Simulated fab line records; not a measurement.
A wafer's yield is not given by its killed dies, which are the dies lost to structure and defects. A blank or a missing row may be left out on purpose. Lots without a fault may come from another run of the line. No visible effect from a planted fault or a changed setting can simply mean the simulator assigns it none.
What tool caused it?    flow ritCmos    13 lots, 39 wafers sampled, at 6 steps of a route of 202

== WHAT EACH GAUGE READ, for each wafer ==
RIT_ACTIVE_THK_MEAS_04.
lot   measured     on            ACTIVE_NITRIDE_THK (nm)
L267  day 1 13:32  filmMetro-01  147.6 147.4 148.3
L268  day 1 18:32  filmMetro-04  150.1 152.3 150.4
L269  day 1 23:32  filmMetro-04  150.1 148.7 150.3
L270  day 2 04:37  filmMetro-01  152.0 152.1 151.5
L271  day 2 11:17  filmMetro-01  149.8 149.2 149.9
L272  day 2 14:32  filmMetro-01  151.3 151.1 151.8
L274  day 3 00:32  filmMetro-02  195.9 194.7 195.6
L282  day 4 17:14  filmMetro-01  148.5 149.2 149.9
L285  day 5 09:43  filmMetro-04  150.5 149.9 149.5
L286  day 5 13:37  filmMetro-04  148.4 151.3 150.2
L287  day 5 18:23  filmMetro-02  149.5 149.1 149.3
L289  day 6 04:25  filmMetro-02  150.0 150.3 150.0
L290  day 6 13:49  filmMetro-02  150.8 150.5 150.3

RIT_PWELL_OVL_MEAS_06.
lot   measured     on          PWELL_OVL (nm)
L267  day 1 23:08  overlay-01  2.8 -1.1 0.7
L268  day 2 03:04  overlay-01  -0.9 -1.5 -1.2
L269  day 2 08:49  overlay-02  -0.7 0.8 0.5
L270  day 2 13:40  overlay-01  1.4 2.2 -0.5
L271  day 2 20:41  overlay-01  1.5 0.8 -0.1
L272  day 2 23:05  overlay-01  0.1 0.9 -0.1
L274  day 3 08:49  overlay-01  0.0 0.5 1.5
L282  day 5 02:42  overlay-02  1.5 3.4 4.7
L285  day 5 21:43  overlay-02  -1.8 -1.7 -1.3
L286  day 6 01:01  overlay-02  -0.9 -0.4 -0.5
L287  day 6 03:43  overlay-01  -0.4 -0.7 -1.7
L289  day 6 17:07  overlay-01  0.9 0.9 0.4
L290  day 7 01:58  overlay-01  -0.4 -1.7 -1.2

RIT_GATE_THK_MEAS_07.
lot   measured     on            GATE_OXIDE_THK (nm)
L267  day 2 10:24  filmMetro-03  2.94 2.94 2.98
L268  day 2 15:40  filmMetro-02  3.04 2.98 2.96
L269  day 2 19:57  filmMetro-03  3.00 3.05 2.95
L270  day 3 01:27  filmMetro-03  2.91 2.99 3.00
L271  day 3 09:08  filmMetro-03  3.03 3.08 2.97
L272  day 3 11:29  filmMetro-02  2.94 2.94 3.00
L274  day 3 20:37  filmMetro-01  3.09 3.15 3.14
L282  day 5 17:40  filmMetro-01  2.97 3.00 2.95
L285  day 6 12:37  filmMetro-03  2.97 3.01 2.93
L286  day 6 12:37  filmMetro-01  3.01 3.06 3.05
L287  day 6 17:19  filmMetro-03  3.01 2.96 2.92
L289  day 7 06:45  filmMetro-02  2.97 2.97 2.91
L290  day 7 16:44  filmMetro-03  3.03 3.03 3.05

RIT_GATE_OVL_MEAS_17.
lot   measured     on          GATE_OVL (nm)
L267  day 2 13:23  overlay-01  0.2 0.1 0.2
L268  day 2 18:29  overlay-01  0.3 -0.6 -1.4
L269  day 2 22:55  overlay-01  -1.2 -1.6 -2.7
L270  day 3 04:17  overlay-01  -0.2 0.7 -0.1
L271  day 3 11:50  overlay-02  -0.4 0.3 -0.7
L272  day 3 14:59  overlay-01  0.5 0.8 0.2
L274  day 3 23:26  overlay-01  -1.4 0.5 -2.8
L282  day 5 21:50  overlay-01  -0.9 0.5 -1.4
L285  day 6 16:50  overlay-01  -1.7 1.0 -2.2
L286  day 6 16:35  overlay-01  -2.2 -0.2 0.1
L287  day 6 20:01  overlay-02  0.6 1.1 1.0
L289  day 7 10:16  overlay-01  -2.8 -1.0 -2.0
L290  day 7 19:34  overlay-02  0.1 -1.5 -0.5

== TOOL THAT RAN EACH LOT (tool first, then ch and the chambers of the sampled wafers, then the start) ==
lot   RIT_ACTIVE_CVD_03           RIT_ACTIVE_ETCH_13
L267  lpcvd-02 ch 1, day 1 12:07  rieDiel-03 ch 0,2,3, day 1 14:58
L268  lpcvd-01 ch 0, day 1 17:07  rieDiel-02 ch 2,3, day 1 19:43
L269  lpcvd-02 ch 0, day 1 22:07  rieDiel-03 ch 1,2, day 2 00:56
L270  lpcvd-01 ch 1, day 2 03:11  rieDiel-04 ch 0,2,3, day 2 05:55
L271  lpcvd-02 ch 1, day 2 09:52  rieDiel-04 ch 0,1,3, day 2 12:28
L272  lpcvd-01 ch 1, day 2 13:07  rieDiel-03 ch 0,1,2, day 2 15:43
L274  lpcvd-01 ch 0, day 2 23:07  rieDiel-02 ch 0,1, day 3 01:50
L282  lpcvd-02 ch 0, day 4 15:07  rieDiel-03 ch 0,2,3, day 4 18:31
L285  lpcvd-02 ch 1, day 5 08:19  rieDiel-03 ch 0,3, day 5 11:08
L286  lpcvd-02 ch 1, day 5 12:12  rieDiel-04 ch 1,2,3, day 5 14:48
L287  lpcvd-02 ch 1, day 5 16:58  rieDiel-02 ch 0,3, day 5 19:41
L289  lpcvd-01 ch 0, day 6 03:00  rieDiel-02 ch 1,3, day 6 05:44
L290  lpcvd-01 ch 1, day 6 12:24  rieDiel-03 ch 0,1,2, day 6 15:00
- RIT_ACTIVE_CVD_03: deposits Si3N4 from SiH2Cl2/NH3, target thk 150 nm, time 1500 s.
- RIT_ACTIVE_ETCH_13: etches Si3N4 in SF6, stops on SiO2, time 210 s, target depth 210 nm.

== WHAT THE TOOLS THEMSELVES READ (means of the sampled wafers that have a number; where no wafer has one, the mark that the record gives instead) ==
RIT_ACTIVE_CVD_03.
lot   tool      nh3FlowSccm (sccm)  spikeTcCentreC (C)  spikeTcLoadC (C)  spikeTcSourceC (C)  susceptorTempC (C)  zonePowerSourcePct (%)
L267  lpcvd-02  149.3               813.8               838.4             832.3               809.3               16.7
L268  lpcvd-01  149.6               813.2               834.5             827.1               809.7               19.0
L269  lpcvd-02  149.9               812.4               840.1             832.5               809.8               21.7
L270  lpcvd-01  150.2               811.9               838.6             829.9               810.1               20.0
L271  lpcvd-02  150.2               811.5               838.8             832.7               810.0               16.8
L272  lpcvd-01  149.8               812.5               839.6             829.6               810.4               19.8
L274  lpcvd-01  150.3               827.2               849.6             842.6               825.0               19.8
L282  lpcvd-02  149.7               812.0               840.4             834.2               809.8               22.0
L285  lpcvd-02  149.9               813.0               838.2             831.8               810.2               16.8
L286  lpcvd-02  150.3               813.6               838.2             832.3               809.2               16.7
L287  lpcvd-02  149.8               813.2               837.4             831.8               809.7               16.7
L289  lpcvd-01  150.4               812.6               834.9             828.9               810.3               19.1
L290  lpcvd-01  150.3               812.4               838.6             828.8               810.2               19.8

RIT_ACTIVE_ETCH_13.
lot   tool        drypumpMotorCurrentA (A)  oesProductAu (a.u.)  rfFwdPowerW (W)  throttleValvePct (%)
L267  rieDiel-03  5.4                       0.805                125.0            7.44
L268  rieDiel-02  5.8                       0.819                124.6            7.47
L269  rieDiel-03  5.8                       0.819                124.8            7.45
L270  rieDiel-04  5.5                       0.826                124.7            7.53
L271  rieDiel-04  5.7                       0.824                124.8            7.51
L272  rieDiel-03  5.5                       0.814                124.5            7.42
L274  rieDiel-02  5.8                       0.955                124.7            7.47
L282  rieDiel-03  5.4                       0.812                124.9            7.44
L285  rieDiel-03  5.3                       0.805                124.4            7.52
L286  rieDiel-04  5.6                       0.821                124.5            7.52
L287  rieDiel-02  5.7                       0.826                124.7            7.47
L289  rieDiel-02  5.6                       0.827                124.5            7.65
L290  rieDiel-03  5.5                       0.815                124.8            7.43

== THE ANSWER, worked out from the rows above alone ==
Rule: the usual values come from the lots themselves. The widest of any qualifying gaps counts: lots, ordered by their means at a reading, are off when they make up no more than a third of the lots, leave a main group of 4 or more, and stand apart from it by 3 or more times the standard deviation of that group's means. A main group whose means are all the same, to the digits that the tables above print for the reading, isn't used. A lot without any number at a reading at which 4 lots or more have one is off too. All remaining lots with rows at the step are treated as sound. Order of review: gauges by route order, followed by the tools' own readings, for which a lot's mean as printed above is used. The first step at which some lot is off is used, and at that step the reading that is off furthest; a lot without a number counts as furthest.
Off: L274, at RIT_ACTIVE_THK_MEAS_04 (ACTIVE_NITRIDE_THK). The main group: mean 150.0 nm, standard deviation 1.
A tool fits if, at a process step before that reading, it ran every lot that is off, and no sound lot after the first of them. Not tried: the gauges at RIT_ACTIVE_THK_MEAS_04; whatever is off there is also off at RIT_ACTIVE_CVD_03, on other tools, and gauge error can't account for it. No candidate that was tried fits.

== WHAT THE SIMULATOR PUT IN ==
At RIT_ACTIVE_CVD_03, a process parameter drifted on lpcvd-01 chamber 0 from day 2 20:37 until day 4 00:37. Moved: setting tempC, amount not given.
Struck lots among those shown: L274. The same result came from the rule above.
